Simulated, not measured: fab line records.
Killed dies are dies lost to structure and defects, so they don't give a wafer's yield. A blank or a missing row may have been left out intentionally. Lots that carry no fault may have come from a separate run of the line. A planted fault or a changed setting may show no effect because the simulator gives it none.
One fault through the eyes of 2 desks -- flow rit_cmos -- numbers are kept per desk, each desk with only its own; the story behind them comes last

== FROM THE METROLOGY DESK ==
Lot by lot, what the gauges showed, no matter which tool ran the lot: averages of those sampled wafers that carry a number. If a lot's mean is further than 4 standard deviations from the usual mean, the lot is out of limits and carries the mark OUT (the distance appears in the brackets).
Columns: A = PWELL_TW at RIT_PWELL_TW_MEAS_10, usual 944; B = PWELL_RS at RIT_WELLDRIVE_RS_MEAS_02, usual 429.7 ohm/sq
lot,first seen here,A,B
L500,day 2 00:26,937,430.1
L501,day 2 05:27,939,430.9
L502,day 2 10:17,946,431.1
L503,day 2 15:08,943,428.3
L504,day 2 20:25,944,430.9
L505,day 3 02:01,939,428.0
L506,day 3 07:00,956,428.7
L507,day 3 16:22,947,429.1
L512,day 4 13:59,1116 (+31) OUT,309.1 (-80) OUT
L514,day 4 22:37,1119 (+32) OUT,308.5 (-81) OUT
L517,day 5 13:11,944,430.6
L519,day 5 23:11,949,429.8
L520,day 6 03:42,949,429.0
L522,day 6 14:48,947,430.3
This desk's finding: out of limits on L512, L514; first on L512, day 4 13:59 (PWELL_TW at RIT_PWELL_TW_MEAS_10). In limits: L500, L501, L502, L503, L504, L505, L506, L507, L517, L519, L520, L522.

== DESK OF THE TOOL OWNER: implanter-03 ==
RIT_PWELL_IMPLANT_08, tool's own readings: per-lot mean of the sampled wafers with a number, covering each lot this tool ran. If a lot's mean is further than 4 standard deviations from the usual mean, the lot is out of limits and carries the mark OUT (the distance appears in the brackets).
Columns: A = dose_ions_cm2 at RIT_PWELL_IMPLANT_08, usual 7.001e+13; B = faraday_current_uA at RIT_PWELL_IMPLANT_08, usual 223
lot,first seen here,A,B
L504,day 2 20:06,6.996e+13,223
L505,day 3 01:41,6.999e+13,223
L512,day 4 13:41,1.188e+14 (+99 or more) OUT,382 (+34) OUT
L514,day 4 22:17,1.189e+14 (+99 or more) OUT,379 (+34) OUT
Finding of this desk: L512, L514 out of limits; the first was L512 at day 4 13:41, on dose_ions_cm2 at RIT_PWELL_IMPLANT_08. In limits: L504, L505.

== BROUGHT TOGETHER ==
The tool owner's desk could have raised an alarm at day 4 13:41, on L512, L514.
At day 4 13:59 the metrology desk could have sounded an alarm, on L512, L514.
RIT_PWELL_IMPLANT_08 was run on implanter-03 by each of the lots named.

== WHAT WAS PUT IN BY THE SIMULATOR ==
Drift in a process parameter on implanter-03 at RIT_PWELL_IMPLANT_08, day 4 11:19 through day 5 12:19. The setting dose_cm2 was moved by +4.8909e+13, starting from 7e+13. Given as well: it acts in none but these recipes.
Struck lots among those shown: L512, L514.
Time in hours from fault onset to the first out-of-limits reading at each desk: tool owner's desk 2, metrology desk 3.
